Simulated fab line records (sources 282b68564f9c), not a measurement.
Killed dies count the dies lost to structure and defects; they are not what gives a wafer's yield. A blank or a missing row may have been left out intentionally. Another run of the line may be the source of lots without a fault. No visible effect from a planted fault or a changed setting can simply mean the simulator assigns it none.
A struck lot beside a sound one :: flow ritCmos :: 15 out of 202 route steps
Sound: wafers L886.1, L886.2, L886.3. Struck: wafer L893.5. (L893.4, L893.6 of the same lot were not struck and are left out.) The cause comes at the end.
At each step with rows: each side's tool, then ch and its chambers, then its first start. Under that, the readings that differ: sound wafers :: struck wafers :: difference of the means :: sigmas: that difference in standard deviations of wafers without a fault.
alike: readings with means less than 2 such deviations apart, plus words and numbers identical on both sides. not compared: withheld readings, readings lacking a value on some wafer, bounds such as >300 that could conceal the same value, and numbers that have no deviation in the record and whose values overlap.
A row with sigmas, a row that says differs or no value, or rows on one side alone: a step with any of these is where the two part. Numbers that have no deviation but don't overlap get no sigmas and don't part them. Lack of a reading on every wafer of one side parts them only where that side has two or more wafers.

RIT_M1_SPUTTER_00: material Al, target thk 400 nm, time 500 s.
  sound: pvdSputter-03 at day 4 14:23; struck: pvdSputter-03 at day 5 17:23
  alike: throttleValvePct
RIT_M1_RS_MEAS_01: a four-point-probe measurement.
  sound: filmMetro-04 at day 4 14:41; struck: filmMetro-03 at day 5 17:44
  alike: M1_AL_RS
RIT_M1_THK_MEAS_02: measures by xrf.
  sound: filmMetro-04 at day 4 14:48; struck: filmMetro-03 at day 5 17:50
  alike: M1_AL_THK
then, 6 steps without rows for these wafers: RIT_M1_HMDS_03 (prime time 60 s); RIT_M1_COAT_04 (resist thk 1300 nm); RIT_M1_SOFTBAKE_05 (time 60 s); RIT_M1_EXPOSE_06 (exposes mask M12, target cd 2600 nm); RIT_M1_PEB_07; RIT_M1_DEVELOP_08 (develop time 68 s).
RIT_M1_CD_MEAS_09: target cd 2600 nm.
  sound: cdSem-01 at day 4 15:44; struck: cdSem-01 at day 5 18:55
  alike: cdNm
RIT_M1_OVL_MEAS_10:
  sound: overlay-02 at day 4 15:52; struck: overlay-02 at day 5 19:00
  alike: M1_OVL
then, 1 step without rows for these wafers: RIT_M1_HARDBAKE_11 (time 120 s).
RIT_M1_METAL_ETCH_12: etches Al in Cl2/BCl3, stops on SiO2, time 165 s, target depth 600 nm.
  sound on rieMetal-02 ch 0,1, day 4 16:09; struck on rieMetal-02 ch 0, day 5 19:19
reading: model.NOVOLAK_of_M1_COAT_04.thkNm (nm)
sound: 801.9 809.5 808.9
struck: 769.8
difference: -37.0
sigmas: 
  alike: drypumpMotorCurrentA, oesProductAu, throttleValvePct
  not compared: rfHoursCounterH
then, 1 step without rows for these wafers: RIT_M1_STRIP_13 (strips in nmp, time 600 s).
RIT_M1_PROBE_99:
  rows exist in the record for the struck wafers here (prober-01, day 5 21:43), but not for the sound ones

WHERE THEY PART
Only at RIT_M1_PROBE_99, within this record.

WHY: what had been put in by the simulator
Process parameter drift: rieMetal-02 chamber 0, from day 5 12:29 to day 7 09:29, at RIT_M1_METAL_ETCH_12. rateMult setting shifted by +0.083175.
